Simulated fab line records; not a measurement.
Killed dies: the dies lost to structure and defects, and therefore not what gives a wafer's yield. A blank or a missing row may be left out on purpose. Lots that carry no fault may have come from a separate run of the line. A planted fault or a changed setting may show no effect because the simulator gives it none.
Split-lot experiment :: flow berkeley-cmos170 :: 23 wafers read across 5 lots, on a route 331 steps long

== THE SPLIT ITSELF ==
At UCB170_NVT_IMPLANT_07, the setting energy-kev was moved away from the recipe's 50 on 8 of the 23 wafers read, by -5.4% to -2.9%. This setting was run at the recipe's value on the other wafers.

== FROM THE SPLIT TO THE READING: what the file shows between them, 1 step ==
- UCB170_NVT_STRIP_08: strips in O2

== THE READING ==
NVT_TW, at UCB170_NVT_TW_MEAS_09. Fault-free wafers of this fab line usually give 524, standard deviation 3.

wafer: L075.1
tool, chamber at the split: implanter-02, 0
energy-kev as run: 48.51
against the recipe: -3.0%
NVT_TW: 522
against lot-mates on the recipe: -5

wafer: L075.2
tool, chamber at the split: implanter-02, 0
energy-kev as run: 48.51
against the recipe: -3.0%
NVT_TW: 520
against lot-mates on the recipe: -7

wafer: L075.3
tool, chamber at the split: implanter-02, 0
energy-kev as run: 50
against the recipe: recipe
NVT_TW: 529
against lot-mates on the recipe: -

wafer: L075.4
tool, chamber at the split: implanter-02, 0
energy-kev as run: 50
against the recipe: recipe
NVT_TW: 527
against lot-mates on the recipe: -

wafer: L075.5
tool, chamber at the split: implanter-02, 0
energy-kev as run: 50
against the recipe: recipe
NVT_TW: 525
against lot-mates on the recipe: -

wafer: L079.1
tool, chamber at the split: implanter-04, 0
energy-kev as run: 48.56
against the recipe: -2.9%
NVT_TW: 521
against lot-mates on the recipe: -8

wafer: L079.2
tool, chamber at the split: implanter-04, 0
energy-kev as run: 48.56
against the recipe: -2.9%
NVT_TW: 521
against lot-mates on the recipe: -8

wafer: L079.3
tool, chamber at the split: implanter-04, 0
energy-kev as run: 50
against the recipe: recipe
NVT_TW: 529
against lot-mates on the recipe: -

wafer: L079.4
tool, chamber at the split: implanter-04, 0
energy-kev as run: 48.56
against the recipe: -2.9%
NVT_TW: 524
against lot-mates on the recipe: -4

wafer: L079.5
tool, chamber at the split: implanter-04, 0
energy-kev as run: 50
against the recipe: recipe
NVT_TW: 528
against lot-mates on the recipe: -

wafer: L080.2
tool, chamber at the split: implanter-02, 0
energy-kev as run: 50
against the recipe: recipe
NVT_TW: 526
against lot-mates on the recipe: -

wafer: L080.3
tool, chamber at the split: implanter-02, 0
energy-kev as run: 50
against the recipe: recipe
NVT_TW: 527
against lot-mates on the recipe: -

wafer: L080.4
tool, chamber at the split: implanter-02, 0
energy-kev as run: 50
against the recipe: recipe
NVT_TW: 528
against lot-mates on the recipe: -

wafer: L080.5
tool, chamber at the split: implanter-02, 0
energy-kev as run: 50
against the recipe: recipe
NVT_TW: 527
against lot-mates on the recipe: -

wafer: L080.6
tool, chamber at the split: implanter-02, 0
energy-kev as run: 50
against the recipe: recipe
NVT_TW: 525
against lot-mates on the recipe: -

wafer: L082.2
tool, chamber at the split: implanter-02, 0
energy-kev as run: 50
against the recipe: recipe
NVT_TW: 524
against lot-mates on the recipe: -

wafer: L082.4
tool, chamber at the split: implanter-02, 0
energy-kev as run: 50
against the recipe: recipe
NVT_TW: 520
against lot-mates on the recipe: -

wafer: L082.6
tool, chamber at the split: implanter-02, 0
energy-kev as run: 50
against the recipe: recipe
NVT_TW: 525
against lot-mates on the recipe: -

wafer: L085.2
tool, chamber at the split: implanter-03, 0
energy-kev as run: 47.31
against the recipe: -5.4%
NVT_TW: 511
against lot-mates on the recipe: -8

wafer: L085.3
tool, chamber at the split: implanter-03, 0
energy-kev as run: 47.31
against the recipe: -5.4%
NVT_TW: 511
against lot-mates on the recipe: -8

wafer: L085.4
tool, chamber at the split: implanter-03, 0
energy-kev as run: 50
against the recipe: recipe
NVT_TW: 518
against lot-mates on the recipe: -

wafer: L085.5
tool, chamber at the split: implanter-03, 0
energy-kev as run: 47.31
against the recipe: -5.4%
NVT_TW: 512
against lot-mates on the recipe: -8

wafer: L085.6
tool, chamber at the split: implanter-03, 0
energy-kev as run: 50
against the recipe: recipe
NVT_TW: 521
against lot-mates on the recipe: -

FIT RESULTS
A straight line over all 23 wafers: NVT_TW changes by +2.24 for each +1% of energy-kev; r = +0.82; the points scatter about the line by 3.2.
The same after taking each lot's own level away (the mean of its wafers on the recipe; 23 wafers): +1.68 for each +1%; r = +0.91; scatter 1.6.
The reading moves by 9.1 for the largest change in energy-kev, on that fit.
The lots' own levels span 519.5 to 528.5, that is 3.0 times the standard deviation above.
So the lot-to-lot level changes the slope: the two fits differ.
Check: for one of the wafers moved furthest among these (-5.4%), held out of the fit, the line's prediction against its lot-mates is -9.47. Against them it came out at -8.5.

== THESE WAFERS: OTHER SPLITS ==
These wafers also went through other splits before the reading. Each is held against what the fit with the lots' levels taken away leaves over:
other split on the same wafers: UCB170_NWELL_CVD_04 time-s
wafers away from the commonest value: 18
r with NVT_TW (lot level and that fit taken away): -0.29

other split on the same wafers: UCB170_NWELL_DEVELOP_11 dev-temp-c
wafers away from the commonest value: 7
r with NVT_TW (lot level and that fit taken away): +0.13

other split on the same wafers: UCB170_PWELL_IMPLANT_15 dose-cm2
wafers away from the commonest value: 5
r with NVT_TW (lot level and that fit taken away): +0.23

other split on the same wafers: UCB170_WELLDRIVE_OXIDATION_01 ox-time-s
wafers away from the commonest value: 18
r with NVT_TW (lot level and that fit taken away): +0.03

== THE WHOLE CHAIN: every reading that the file lists as answering this split, in the file's order ==
step: UCB170_NVT_IMPLANT_07
what it does: 
reading: implant.rp-nm (the simulator's own value, which no gauge read)
change (the file's fit): +0.366 nm for each +1% of the setting
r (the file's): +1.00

step: UCB170_NVT_IMPLANT_07
what it does: 
reading: implant.drp-nm (the simulator's own value, which no gauge read)
change (the file's fit): +0.134 nm for each +1% of the setting
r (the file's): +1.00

step: UCB170_NVT_TW_MEAS_09
what it does: 
reading: NVT_TW
change (the file's fit): +1.73 for each +1% of the setting
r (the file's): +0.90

== FILE'S OWN FIT ==
NVT_TW changes by +1.73 for each +1% of energy-kev, r = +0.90.
